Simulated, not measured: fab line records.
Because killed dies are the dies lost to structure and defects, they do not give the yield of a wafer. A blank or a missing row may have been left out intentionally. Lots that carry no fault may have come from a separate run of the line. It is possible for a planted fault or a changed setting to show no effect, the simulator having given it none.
Problem report, 8D (eight disciplines) form, completed by code / flow rit cmos / the parts of the form that need people (team, actions taken, sign-off) are left out

1. WHAT WENT WRONG
Wafers without a fault read 34.56 W, standard deviation 0.05; heater power total W at RIT_NLDD_SOFTBAKE_02 reads a mean of 36.75 W on 6 wafers belonging to 2 lots. That is +44 standard deviations from the usual mean.
The step: time 60 s.
Earliest sighting: wafer L989.2 on litho track-04 at day 4 09:04. Wafers with a number at this step in the record: 18, from 6 lots. Rule for "out", or "out of limits": more than 4 standard deviations from the usual mean. Any other wafer with a number is counted as sound.

2. WHAT IT IS, AND WHAT IT ISN'T
question=which readings at this step | is=heater power total W, plate temp C | is not=-
question=which lots | is=L989, L990 | is not=L103, L982, L987, L993
question=which wafers of those lots | is=all that have a number | is not=-
question=read on which tools | is=litho track-04 | is not=litho track-02, litho track-03
question=when | is=from day 4 09:04 | is not=up to then (6 sound wafers); but 6 sound wafers of L103, L993 came after

3. SUSPECTS, AND WHAT RULES EACH OUT
Counting: a tool stays on the suspect list if, at a process step up to the reading, it processed all lots that are out and no sound lot following the first of them.
- litho track-04 at RIT_NLDD_SOFTBAKE_02 (time 60 s): kept. Every lot that is out went through it, starting with L989 (day 4 09:04), and after that it ran no sound lot; the last sound lot it ran before then is L987 (day 3 22:31). Out on those wafers are its own readings of heater power total W, plate temp C.
Remaining after the count: litho track-04 at RIT_NLDD_SOFTBAKE_02.

4. THE CAUSE (what the simulator had put in)
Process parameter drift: litho track-04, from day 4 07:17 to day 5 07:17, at RIT_NLDD_SOFTBAKE_02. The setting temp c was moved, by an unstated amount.
After counting, this tool was the only one left.

5. SEQUENCE OF EFFECTS, ordered by route
Each row: a reading where the mean over the struck wafers with a number is more than 3 standard deviations away from the usual. Only readings whose record carries a usual standard deviation are examined. hours: median over the lots of the time between each lot's start at the first step of this table that gives one and its start at this step. sigmas: the change, counted in usual standard deviations.
hours=0; step=RIT_NLDD_SOFTBAKE_02; reading=heater power total W; usual=34.56 W; on struck wafers=36.75; change=+2.19; sigmas=+44
hours=0; step=RIT_NLDD_SOFTBAKE_02; reading=plate temp C; usual=90.02 C; on struck wafers=94.06; change=+4.04; sigmas=+37
The process steps in it:
- RIT_NLDD_SOFTBAKE_02: time 60 s.
At these later measuring or inspecting steps, every struck wafer for which the step has a row has a number for every such reading, and none has moved that far: RIT_NLDD_OVL_MEAS_06.

6. HOW IT WOULD HAVE BEEN CAUGHT EARLIER
In this record no reading fell out of limits until day 4 09:04, 2 hours after the fault had begun at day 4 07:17.
